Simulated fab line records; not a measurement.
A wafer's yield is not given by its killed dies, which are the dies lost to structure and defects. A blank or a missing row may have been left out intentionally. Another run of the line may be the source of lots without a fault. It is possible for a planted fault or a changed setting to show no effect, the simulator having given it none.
fab line records	flow ritCmos
record lots=7	wafers=21	lastDay=7
route steps=202 shown PLDD@122 SPACER@125 NSD@131 M1@202
lots untouched by any fault: they come from a run of this same line in which no faults occurred
startH: hours from the record's opening day to when the first of the lot's shown wafers began	waitH: hours from the lot's prior step to this one	" identical to the entry in the row above	L1.1+2: one row covering several wafers at once	- either no value or no given start	* or withheld: withheld	< > ~ a bound
route shown NAME@n: a module of which the file shows steps, and the number in the route of the first	usual: the fault-free wafers' mean and standard deviation	same: alike in all rows	chamber/n: place in a boat	sites: the reading at each site	_std_site: standard deviation across them	_edge_site: inner sites' mean taken away from outer sites' mean	radiusMm: how far each site lies from the wafer's centre	mask NAME#n: copy n	behind: the last tool/chamber to shape the wafer	hold: the reason the lot was held/the length of the hold in hours/how it ended	device: which transistor (n, p or np) failed to switch	end of line: tests of these same wafers at the route's end	a step without rows: its recipe alone	killed: count of dies lost to structure and defects at first sort (not the wafer's yield)	map: the dies of a wafer, with x for killed, . for not killed, _ for no die there
set.NAME: the setting as run; set.NAME@STEP: as run at that earlier step	model.NAME: the simulator's own value behind a step, which no gauge read
lots at some steps of the route; a table a step, a row a wafer
services: when a tool's chamber went out of use (startH, in hours from the record's first day, below 0 if earlier), for how many hours, and the reason
## steps
# step RIT_PLDD_IMPLANT_08
# recipe species=BF2	energyKev=20	doseCm2=9e+14	tiltDeg=7
# step RIT_PLDD_STRIP_09
# recipe chemistry=O2	timeS=180	resist=NOVOLAK	platenTempC=withheld	powerW=500	pressureMtorr=4000	o2FlowSccm=4000
# usual drypumpMotorCurrentA=5.9/0.51
lot.wafer	tool	chamber	startH	waitH	drypumpMotorCurrentA	rfHoursCounterH
L508.2	plasmaAsher-03	1	79.00	0.1	6.3	43
L508.4	"	0	"	"	6.4	-
L508.6	"	0	"	"	6.4	-
L511.3	plasmaAsher-02	1	94.58	0.1	5.3	-
L511.5	"	1	"	"	5.3	-
L511.6	"	0	"	"	6.1	-
L512.1	plasmaAsher-02	0	98.72	0.1	6.1	43
L512.3	"	0	"	"	6.1	-
L512.5	"	1	"	"	5.3	-
L514.2	plasmaAsher-03	1	107.73	0.1	6.4	46
L514.4	"	0	"	"	6.3	-
L514.5	"	1	"	"	6.4	-
L516.1	plasmaAsher-03	1	115.03	0.1	6.4	47
L516.3	"	1	"	"	6.4	-
L516.6	"	1	"	"	6.3	-
L517.1	plasmaAsher-03	0	122.28	0.1	6.5	48
L517.2	"	1	"	"	6.4	48
L517.4	"	1	"	"	6.4	-
L523.1	plasmaAsher-04	1	152.17	0.1	5.0	3
L523.4	"	0	"	"	5.9	-
L523.6	"	1	"	"	5.0	-
# step RIT_PLDD_TW_MEAS_10
# usual PLDD_TW=2344/19
lot.wafer	tool	chamber	startH	waitH	PLDD_TW
L508.2	filmMetro-04	-	79.19	0.1	2338
L508.4	"	-	"	"	2339
L508.6	"	-	"	"	2321
L511.3	filmMetro-04	-	94.72	0.1	2317
L511.5	"	-	"	"	2314
L511.6	"	-	"	"	2319
L512.1	filmMetro-01	-	98.90	0.1	2347
L512.3	"	-	"	"	2345
L512.5	"	-	"	"	2346
L514.2	filmMetro-01	-	107.92	0.1	2366
L514.4	"	-	"	"	2358
L514.5	"	-	"	"	2356
L516.1	filmMetro-02	-	115.20	0.1	2378
L516.3	"	-	"	"	2364
L516.6	"	-	"	"	2352
L517.1	filmMetro-01	-	122.45	0.1	2374
L517.2	"	-	"	"	2378
L517.4	"	-	"	"	2380
L523.1	filmMetro-04	-	152.35	0.1	2314
L523.4	"	-	"	"	2330
L523.6	"	-	"	"	2320
# step RIT_SPACER_CLEAN_00
# recipe chemistry=SC1	mix=3:3:50	timeS=600	tempC=75
# step RIT_SPACER_CLEAN_01
# recipe chemistry=dHF	dilution=50:1	timeS=30
# step RIT_SPACER_CLEAN_02
# recipe chemistry=SC2	mix=3:3:50	timeS=600	tempC=75	dry=n2Spin
# step RIT_SPACER_CVD_03
# recipe material=Si3N4	targetThkNm=250	tempC=810	precursor=SiH2Cl2/NH3	timeS=3300	pressureMtorr=300	sih2cl2FlowSccm=60	nh3FlowSccm=150
# step RIT_SPACER_THK_MEAS_04
# recipe reads=Si3N4_of_SPACER_CVD_03
# usual SPACER_NITRIDE_THK=248.7/2.4
lot.wafer	tool	chamber	startH	waitH	SPACER_NITRIDE_THK[nm]
L508.2	filmMetro-01	-	81.56	0.0	245.7
L508.4	"	-	"	"	246.6
L508.6	"	-	"	"	244.5
L511.3	filmMetro-04	-	97.08	0.0	247.4
L511.5	"	-	"	"	248.0
L511.6	"	-	"	"	248.2
L512.1	filmMetro-03	-	102.22	0.0	252.0
L512.3	"	-	"	"	252.4
L512.5	"	-	"	"	250.2
L514.2	filmMetro-03	-	110.26	0.0	245.4
L514.4	"	-	"	"	244.4
L514.5	"	-	"	"	248.0
L516.1	filmMetro-01	-	117.55	0.0	252.5
L516.3	"	-	"	"	248.9
L516.6	"	-	"	"	250.3
L517.1	filmMetro-03	-	124.79	0.0	249.1
L517.2	"	-	"	"	249.7
L517.4	"	-	"	"	248.3
L523.1	filmMetro-01	-	154.73	0.0	248.7
L523.4	"	-	"	"	250.6
L523.6	"	-	"	"	250.3
# step RIT_SPACER_ETCHBACK_05
# recipe targetDepthA=2500	SF6_flow_sccm=30	CHF3_flow_sccm=30	target=Si3N4	chemistry=SF6/CHF3	pressureMtorr=40	rfW=250	timeS=240	stopOn=SiO2
# usual drypumpMotorCurrentA=5.6/0.53	oesProductAu=0.834/0.016	rfFwdPowerW=249.4/0.79	throttleValvePct=10.27/0.14
lot.wafer	tool	chamber	startH	waitH	drypumpMotorCurrentA	oesProductAu	rfFwdPowerW	rfHoursCounterH	throttleValvePct
L508.2	rieDiel-04	1	81.61	0.0	6.1	0.825	249.9	24	10.32
L508.4	"	3	"	"	4.9	0.839	250.6	2	10.22
L508.6	"	1	"	"	6.1	0.828	250.4	-	10.32
L511.3	rieDiel-02	0	97.12	0.0	5.8	0.811	250.6	130	10.59
L511.5	"	2	"	"	6.3	0.835	248.4	-	10.07
L511.6	"	1	"	"	6.0	0.819	249.8	-	10.29
L512.1	rieDiel-03	0	102.28	0.1	5.8	0.831	249.7	75	10.37
L512.3	"	2	"	"	4.7	0.868	249.6	123	10.11
L512.5	"	0	"	"	5.9	0.821	250.5	-	10.35
L514.2	rieDiel-03	2	110.31	0.0	4.7	0.842	250.7	123	10.09
L514.4	"	3	"	"	5.1	0.825	250.0	6	10.25
L514.5	"	2	"	"	4.7	0.849	249.1	-	10.12
L516.1	rieDiel-03	2	117.61	0.1	4.7	0.871	249.2	124	10.12
L516.3	"	3	"	"	5.1	0.839	249.8	6	10.25
L516.6	"	0	"	"	5.8	0.823	250.2	-	10.37
L517.1	rieDiel-03	0	124.85	0.1	5.8	0.824	251.6	75	10.37
L517.2	"	3	"	"	5.1	0.823	249.2	6	10.28
L517.4	"	2	"	"	4.7	0.860	249.8	124	10.12
L523.1	rieDiel-04	0	154.79	0.1	6.1	0.848	249.4	5	10.36
L523.4	"	3	"	"	4.8	0.845	249.2	3	10.21
L523.6	"	1	"	"	6.1	0.836	249.5	-	10.32
# step RIT_NSD_HMDS_00
# recipe primeTimeS=60	primeTempC=140
# step RIT_NSD_COAT_01
# recipe resist=NOVOLAK	spinRpm=3250	resistThkNm=1000
# step RIT_NSD_SOFTBAKE_02
# recipe resist=NOVOLAK	tempC=90	timeS=60
# step RIT_NSD_EXPOSE_03
# recipe maskId=M9	na=0.57	targetCdNm=40700	doseMj=250
# usual reticleTempC=22.98/0.095
lot.wafer	tool	chamber	startH	waitH	mask	reticleTempC	model.NSD.overlayXNm
L508.2	ilineStepper-01	0	82.36	0.2	M9#0	23.07	-0.1016
L508.4	"	0	"	"	M9#0	22.98	-0.1016
L508.6	"	0	"	"	M9#0	23.00	-0.1016
L511.3	ilineStepper-02	0	97.75	0.1	M9#0	23.02	0.01519
L511.5	"	0	"	"	M9#0	22.93	0.01519
L511.6	"	0	"	"	M9#0	23.13	0.01519
L512.1	ilineStepper-01	0	103.00	0.2	M9#0	23.04	420.8
L512.3	"	0	"	"	M9#0	23.14	420.8
L512.5	"	0	"	"	M9#0	23.12	420.8
L514.2	ilineStepper-01	0	111.05	0.2	M9#0	22.82	419.4
L514.4	"	0	"	"	M9#0	22.79	419.4
L514.5	"	0	"	"	M9#0	22.93	419.4
L516.1	ilineStepper-01	0	118.33	0.2	M9#0	22.92	420.4
L516.3	"	0	"	"	M9#0	23.02	420.4
L516.6	"	0	"	"	M9#0	22.98	420.4
L517.1	ilineStepper-02	0	125.58	0.2	M9#0	23.03	-0.2187
L517.2	"	0	"	"	M9#0	22.96	-0.2187
L517.4	"	0	"	"	M9#0	22.96	-0.2187
L523.1	ilineStepper-02	0	155.51	0.2	M9#0	22.86	-1.358
L523.4	"	0	"	"	M9#0	22.95	-1.358
L523.6	"	0	"	"	M9#0	22.84	-1.358
# step RIT_NSD_PEB_04
# recipe resist=NOVOLAK	tempC=withheld	timeS=withheld
# step RIT_NSD_DEVELOP_05
# recipe resist=NOVOLAK	developTimeS=50	devTempC=23
# step RIT_NSD_OVL_MEAS_06
# usual NSD_OVL=-1.2/1.2
lot.wafer	tool	chamber	startH	waitH	NSD_OVL[nm]
L508.2	overlay-02	-	82.74	-	-1.4
L508.4	"	-	"	"	-0.7
L508.6	"	-	"	"	-1.2
L511.3	overlay-01	-	98.13	-	-1.6
L511.5	"	-	"	"	-1.8
L511.6	"	-	"	"	-1.1
L512.1	overlay-02	-	103.40	-	419.5
L512.3	"	-	"	"	417.4
L512.5	"	-	"	"	418.3
L514.2	overlay-01	-	111.44	-	416.0
L514.4	"	-	"	"	416.9
L514.5	"	-	"	"	418.2
L516.1	overlay-02	-	118.73	-	419.1
L516.3	"	-	"	"	417.2
L516.6	"	-	"	"	416.6
L517.1	overlay-01	-	125.98	-	-1.7
L517.2	"	-	"	"	-0.6
L517.4	"	-	"	"	0.0
L523.1	overlay-01	-	155.98	-	-3.0
L523.4	"	-	"	"	-0.8
L523.6	"	-	"	"	-1.7
# step RIT_NSD_HARDBAKE_07
# recipe resist=NOVOLAK	tempC=140	timeS=60
# step RIT_M1_PROBE_99
# usual killedAtFrontEnd=6.5/2.8	killedDies=6.6/2.8	killedOpen=3.5/2	killedShort=3.2/1.8
# same grossDies=264	killed_at_M0_to_M3=0	killed_at_M4_up=0	killedAtBackSide=0	killedAtContacts=0	killedAtOther=0
lot.wafer	tool	chamber	startH	waitH	killedAtFrontEnd	killedDies	killedOpen	killedShort	model.etest.selectEdgeDiodeN.overLimit
L508.2	prober-01	-	92.75	0.1	5	5	2	3	0
L508.4	prober-01	-	92.85	0.2	8	8	7	1	0
L508.6	prober-01	-	92.95	0.2	7	7	5	2	0
L511.3	prober-02	-	107.99	0.2	3	3	2	1	0
L511.5	prober-02	-	108.09	0.2	5	5	1	4	0
L511.6	prober-02	-	108.14	0.2	7	7	2	5	0
L512.1	prober-01	-	113.46	0.1	6	6	0	6	1
L512.3	prober-01	-	113.56	0.2	4	4	2	2	1
L512.5	prober-01	-	113.66	0.2	8	8	6	2	1
L514.2	prober-01	-	121.15	0.1	3	3	1	2	1
L514.4	prober-01	-	121.25	0.2	10	10	7	3	1
L514.5	prober-01	-	121.30	0.2	10	10	8	2	1
L516.1	prober-01	-	128.38	0.1	4	4	0	4	1
L516.3	prober-01	-	128.48	0.2	5	5	3	2	1
L516.6	prober-01	-	128.63	0.2	5	5	4	1	1
L517.1	prober-02	-	136.01	0.1	6	6	4	2	0
L517.2	prober-02	-	136.06	0.1	3	3	2	1	0
L517.4	prober-02	-	136.16	0.2	7	7	4	3	0
L523.1	prober-01	-	166.15	0.1	5	5	2	3	0
L523.4	prober-01	-	166.30	0.2	10	10	3	7	0
L523.6	prober-01	-	166.40	0.2	7	7	3	4	0
# killed by level:class
L508.2 REOX:geometricParticle:open=2 FOX1:geometricParticle:short=1 GATE:geometricParticle:short=1 SILICIDE:geometricParticle:short=1
L508.4 GATE:geometricParticle:open=3 SPACER:geometricParticle:open=2 FOX1:geometricParticle:open=1 FOX2:geometricParticle:open=1 SPACER:geometricParticle:short=1
L508.6 GATE:geometricParticle:open=2 ACTIVE:geometricParticle:open=1 FOX1:geometricParticle:open=1 GATE:geometricParticle:short=1 REOX:geometricParticle:open=1 SILICIDE:geometricParticle:short=1
L511.3 GATE:geometricParticle:short=1 REOX:geometricParticle:open=1 SILICIDE:geometricParticle:open=1
L511.5 GATE:geometricParticle:short=2 FOX1:geometricParticle:short=1 GATE:geometricParticle:open=1 SPACER:geometricParticle:short=1
L511.6 FOX1:geometricParticle:short=2 REOX:geometricParticle:short=2 ACTIVE:geometricParticle:short=1 GATE:geometricParticle:open=1 REOX:geometricParticle:open=1
L512.1 GATE:geometricParticle:short=5 SILICIDE:geometricParticle:short=1
L512.3 GATE:geometricParticle:open=2 GATE:geometricParticle:short=1 REOX:geometricParticle:short=1
L512.5 GATE:geometricParticle:open=5 GATE:geometricParticle:short=2 FOX1:geometricParticle:open=1
L514.2 FOX1:geometricParticle:open=1 GATE:geometricParticle:short=1 REOX:geometricParticle:short=1
L514.4 GATE:geometricParticle:short=3 GATE:geometricParticle:open=3 FOX2:geometricParticle:open=1 REOX:geometricParticle:open=1 SPACER:geometricParticle:open=1 SILICIDE:geometricParticle:open=1
L514.5 REOX:geometricParticle:open=3 GATE:geometricParticle:open=2 ACTIVE:geometricParticle:short=1 FOX1:geometricParticle:short=1 FOX1:geometricParticle:open=1 SPACER:geometricParticle:open=1 SILICIDE:geometricParticle:open=1
L516.1 FOX1:geometricParticle:short=2 GATE:geometricParticle:short=1 SPACER:geometricParticle:short=1
L516.3 GATE:geometricParticle:short=2 GATE:geometricParticle:open=2 SPACER:geometricParticle:open=1
L516.6 GATE:geometricParticle:open=3 FOX1:geometricParticle:short=1 SPACER:geometricParticle:open=1
L517.1 REOX:geometricParticle:open=2 FOX2:geometricParticle:short=1 GATE:geometricParticle:short=1 GATE:geometricParticle:open=1 SILICIDE:geometricParticle:open=1
L517.2 GATE:geometricParticle:open=2 SILICIDE:geometricParticle:short=1
L517.4 GATE:geometricParticle:open=2 FOX2:geometricParticle:open=1 GATE:geometricParticle:short=1 REOX:geometricParticle:open=1 SPACER:geometricParticle:short=1 SILICIDE:geometricParticle:short=1
L523.1 GATE:geometricParticle:open=2 GATE:geometricParticle:short=1 SPACER:geometricParticle:short=1 SILICIDE:geometricParticle:short=1
L523.4 GATE:geometricParticle:short=3 SILICIDE:geometricParticle:short=2 FOX1:geometricParticle:short=1 FOX2:geometricParticle:short=1 GATE:geometricParticle:open=1 REOX:geometricParticle:open=1 SILICIDE:geometricParticle:open=1
L523.6 GATE:geometricParticle:short=2 REOX:geometricParticle:short=2 SPACER:geometricParticle:open=2 FOX1:geometricParticle:open=1
## services
tool	chamber	startH	hours	kind
ilineStepper-01	-	65.92	1.7	pm
rieDiel-04	1	70.78	9.5	repair
ilineStepper-02	-	82.73	1.7	pm
plasmaAsher-02	-	105.30	1.3	repair
plasmaAsher-04	-	108.75	9.0	pm
plasmaAsher-04	0	108.75	9.0	ventCycle
plasmaAsher-04	1	108.75	9.0	ventCycle
plasmaAsher-04	0	117.75	-	clean
plasmaAsher-04	1	117.75	-	clean
ilineStepper-02	0	119.09	-	calibration
rieDiel-04	-	133.04	5.4	repair
rieDiel-03	1	133.42	47.9	repair
plasmaAsher-03	-	144.51	2.1	repair
rieDiel-02	-	149.50	0.5	repair
rieDiel-03	2	153.33	5.1	repair
## key
firstSign step=RIT_NSD_OVL_MEAS_06	reading=NSD_OVL	direction=up	sigmas=99+	usual=-1.2	struck=417.7
effect none on later readings
modelEffect step=RIT_NSD_EXPOSE_03	value=NSD.overlayXNm	without=0.2106	struck=420.2
modelEffect step=RIT_M1_PROBE_99	value=etest.selectEdgeDiodeN.overLimit	without=0	struck=1
metAt RIT_NSD_EXPOSE_03
struckWafers L512.1,L512.3,L512.5,L514.2,L514.4,L514.5,L516.1,L516.3,L516.6
testerLeftOut L512,L514,L516
onsetBetween 82.36 103.00
fault kind=scannerMatchingOverlay	tool=ilineStepper-01	chamber=-	onsetH=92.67	steps=RIT_NSD_EXPOSE_03	offset=420
# testerLeftOut: of these lots the tester's yield and bins aren't shown, on N5 and GAA mostly nor the transistor test; their killed dies are dies lost to structure and defects alone, not to doping, threshold or leakage, so they don't give the yield
